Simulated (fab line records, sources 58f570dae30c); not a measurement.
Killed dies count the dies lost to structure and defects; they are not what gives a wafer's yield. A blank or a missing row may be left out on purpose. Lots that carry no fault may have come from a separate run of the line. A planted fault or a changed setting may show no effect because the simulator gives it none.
Which tool was responsible? ; flow berkeley_cmos170 ; 42 wafers from 14 lots sampled at 6 of the route's 331 steps

WHAT THE GAUGES SHOWED, per wafer
UCB170_START_BOW_MEAS_00.
lot;measured;on;INCOMING_BOW (um)
L354;day 1 15:00;film_metro-03;0 -1 -3
L355;day 1 20:00;film_metro-01;-11 3 8
L356;day 2 01:04;film_metro-04;-5 -6 -13
L357;day 2 06:00;film_metro-04;-9 2 7
L359;day 2 16:00;film_metro-03;-2 -6 -4
L360;day 2 21:04;film_metro-03;-2 -1 1
L361;day 3 02:00;film_metro-01;-7 -5 -3
L362;day 3 07:00;film_metro-01;-11 4 4
L363;day 3 12:01;film_metro-04;5 5 -14
L364;day 3 17:02;film_metro-01;5 11 -6
L371;day 5 04:02;film_metro-03;-1 -8 -3
L373;day 5 14:02;film_metro-03;7 13 -17
L375;day 6 00:01;film_metro-04;-10 4 -2
L376;day 6 05:00;film_metro-04;2 -3 5

UCB170_NLDD_TW_MEAS_11.
lot;measured;on;NLDD_TW
L354;day 7 02:17;film_metro-03;2200 2204 2198
L355;day 7 10:47;film_metro-01;2203 2195 2206
L356;day 7 14:12;film_metro-04;2220 2197 2219
L357;day 7 13:43;film_metro-03;2215 2198 2209
L359;day 7 21:37;film_metro-01;2208 2194 2197
L360;day 7 21:16;film_metro-01;2194 2206 2203
L361;day 8 07:32;film_metro-04;2210 2212 2221
L362;day 8 08:57;film_metro-01;2139 2141 2144 2132 2127 2145
L363;day 8 08:08;film_metro-03;2192 2207 2203
L364;day 8 21:17;film_metro-01;2123 2128 2150 2132 2132 2145
L371;day 10 12:33;film_metro-03;2218 2209 2216
L373;day 11 04:40;film_metro-04;2205 2216 2216
L375;day 11 16:09;film_metro-04;2214 2214 2207
L376;day 11 15:08;film_metro-03;2190 2196 2202

UCB170_SDANNEAL_RS_MEAS_05: the measuring method here is four-point-probe.
lot;measured;on;NLDD_RS (ohm/sq)
L354;day 7 16:24;film_metro-01;616.0 616.3 616.7
L355;day 7 20:32;film_metro-01;615.9 616.2 616.0
L356;day 8 01:41;film_metro-03;615.7 614.3 614.7
L357;day 8 01:10;film_metro-04;614.1 615.4 614.7
L359;day 8 08:01;film_metro-01;614.7 616.1 614.9
L360;day 8 04:39;film_metro-04;616.4 615.4 616.3
L361;day 8 19:35;film_metro-03;616.7 618.5 617.7
L362;day 8 20:04;film_metro-01;654.6 653.1 652.5 654.7 652.4 654.4
L363;day 8 19:37;film_metro-04;616.0 616.0 615.6
L364;day 9 11:24;film_metro-03;654.4 653.4 654.9 654.5 652.7 654.1
L371;day 10 21:14;film_metro-04;615.6 614.4 615.7
L373;day 11 17:37;film_metro-01;615.7 614.5 616.4
L375;day 12 05:57;film_metro-03;615.9 614.4 615.9
L376;day 12 05:56;film_metro-01;618.0 617.2 618.1

WHICH TOOL RAN EACH LOT (tool, then ch and the chambers of the sampled wafers, then the start)
lot;UCB170_NWELL_STRIP_15;UCB170_NLDD_IMPLANT_09;UCB170_SDANNEAL_RTA_01
L354;plasma_asher-01 ch 0,1, day 2 12:22;implanter-04 ch 0, day 7 02:02;rtp_anneal-01 ch 0, day 7 15:59
L355;plasma_asher-04 ch 0,1, day 2 13:15;implanter-04 ch 0, day 7 10:32;rtp_anneal-02 ch 0, day 7 20:07
L356;plasma_asher-03 ch 0,1, day 2 21:15;implanter-04 ch 0, day 7 14:00;rtp_anneal-01 ch 0, day 8 01:14
L357;plasma_asher-03 ch 0,1, day 3 01:02;implanter-04 ch 0, day 7 13:28;rtp_anneal-02 ch 0, day 8 00:45
L359;plasma_asher-01 ch 0,1, day 3 14:32;implanter-04 ch 0, day 7 21:22;rtp_anneal-02 ch 0, day 8 07:35
L360;plasma_asher-01 ch 0,1, day 3 18:59;implanter-04 ch 0, day 7 21:04;rtp_anneal-02 ch 0, day 8 04:12
L361;plasma_asher-01 ch 0,1, day 4 00:05;implanter-04 ch 0, day 8 07:17;rtp_anneal-01 ch 0, day 8 19:10
L362;plasma_asher-01 ch 0,1, day 4 06:29;implanter-04 ch 0, day 8 08:42;rtp_anneal-01 ch 0, day 8 19:38
L363;plasma_asher-04 ch 0,1, day 4 09:07;implanter-04 ch 0, day 8 07:54;rtp_anneal-02 ch 0, day 8 19:12
L364;plasma_asher-04 ch 0,1, day 4 21:01;implanter-04 ch 0, day 8 21:04;rtp_anneal-02 ch 0, day 9 10:58
L371;plasma_asher-03 ch 0,1, day 6 03:56;implanter-03 ch 0, day 10 12:20;rtp_anneal-02 ch 0, day 10 20:48
L373;plasma_asher-04 ch 0,1, day 6 18:14;implanter-04 ch 0, day 11 04:26;rtp_anneal-02 ch 0, day 11 17:11
L375;plasma_asher-04 ch 0,1, day 7 04:06;implanter-04 ch 0, day 11 15:55;rtp_anneal-02 ch 0, day 12 05:32
L376;plasma_asher-01 ch 1, day 7 03:59;implanter-02 ch 0, day 11 14:53;rtp_anneal-01 ch 0, day 12 05:31
- UCB170_NWELL_STRIP_15: strips in O2.
- UCB170_NLDD_IMPLANT_09
- UCB170_SDANNEAL_RTA_01: time 5 s.

WHAT THE TOOLS THEMSELVES READ (means of the sampled wafers that have a number; where no wafer has one, the mark that the record gives instead)
UCB170_NWELL_STRIP_15.
lot;tool;chamber_pressure_mTorr (mTorr);drypump_motor_current_A (A);o2_flow_sccm (sccm);oes_product_au (a.u.);strip_time_to_endpoint_s (s)
L354;plasma_asher-01;3501;5.1;399.9;0.718;18.02
L355;plasma_asher-04;3498;6.3;398.6;0.716;18.05
L356;plasma_asher-03;3502;5.8;399.6;0.723;17.91
L357;plasma_asher-03;3502;5.9;400.0;0.724;18.05
L359;plasma_asher-01;3499;5.0;399.4;0.721;17.99
L360;plasma_asher-01;3500;5.0;401.0;0.722;18.07
L361;plasma_asher-01;3500;5.1;400.2;0.722;18.07
L362;plasma_asher-01;3502;5.0;398.7;0.720;18.08
L363;plasma_asher-04;3499;6.1;397.9;0.719;17.92
L364;plasma_asher-04;3499;6.1;399.7;0.720;17.97
L371;plasma_asher-03;3497;5.8;400.5;0.720;18.02
L373;plasma_asher-04;3502;6.3;399.5;0.725;18.00
L375;plasma_asher-04;3499;6.1;400.7;0.719;18.01
L376;plasma_asher-01;3499;5.1;400.1;0.722;18.13

UCB170_NLDD_IMPLANT_09.
lot;tool;beam_on_s (s);dose_ions_cm2;faraday_current_uA
L354;implanter-04;9.78;4.996e+13;162
L355;implanter-04;9.70;4.997e+13;163
L356;implanter-04;10.12;4.998e+13;157
L357;implanter-04;9.79;4.998e+13;162
L359;implanter-04;9.98;4.997e+13;159
L360;implanter-04;9.94;4.998e+13;160
L361;implanter-04;10.03;4.999e+13;158
L362;implanter-04;9.91;4.153e+13;133
L363;implanter-04;9.72;5.000e+13;163
L364;implanter-04;9.93;4.152e+13;133
L371;implanter-03;9.77;5.003e+13;162
L373;implanter-04;10.05;4.991e+13;158
L375;implanter-04;9.82;5.005e+13;162
L376;implanter-02;10.02;5.000e+13;159

UCB170_SDANNEAL_RTA_01.
lot;tool;lamp_power_pct (%);wafer_temp_C_max
L354;rtp_anneal-01;42;1056.1
L355;rtp_anneal-02;34;1055.9
L356;rtp_anneal-01;42;1056.3
L357;rtp_anneal-02;34;1054.9
L359;rtp_anneal-02;34;1055.1
L360;rtp_anneal-02;34;1056.2
L361;rtp_anneal-01;42;1057.0
L362;rtp_anneal-01;42;1055.6
L363;rtp_anneal-02;34;1056.7
L364;rtp_anneal-02;34;1055.1
L371;rtp_anneal-02;34;1055.5
L373;rtp_anneal-02;34;1056.7
L375;rtp_anneal-02;34;1056.0
L376;rtp_anneal-01;42;1055.5

THE ANSWER, worked out from the rows above alone
Rule: the usual values come from the lots themselves. The widest of any qualifying gaps counts: lots, ordered by their means at a reading, are off when they make up no more than a third of the lots, leave a main group of 4 or more, and stand apart from it by 3 or more times the standard deviation of that group's means. The tables above print the reading to a certain number of digits; a main group whose means all agree to those digits is not used. A lot without any number at a reading at which 4 lots or more have one is off too. Any other lot the step has rows for is counted as sound. The gauges are gone through in route order, then the tools' own readings, and for those a lot's mean is taken as printed above. The first step at which some lot is off is used, and at that step the reading that is off furthest; a lot without a number counts as furthest.
Off: L362, L364, seen at UCB170_NLDD_TW_MEAS_11 (NLDD_TW). For the main group the mean is 2206 and the standard deviation 6.4.
If a tool, at a process step before that reading, ran all the lots that are off and no sound lot after the first of them, it fits. The gauges at UCB170_NLDD_TW_MEAS_11 aren't tried: what is off there is off at UCB170_NLDD_IMPLANT_09 too, on other tools, and a gauge's error can't cause that. Not one of the candidates tried fits.

WHAT THE SIMULATOR HAD PUT IN
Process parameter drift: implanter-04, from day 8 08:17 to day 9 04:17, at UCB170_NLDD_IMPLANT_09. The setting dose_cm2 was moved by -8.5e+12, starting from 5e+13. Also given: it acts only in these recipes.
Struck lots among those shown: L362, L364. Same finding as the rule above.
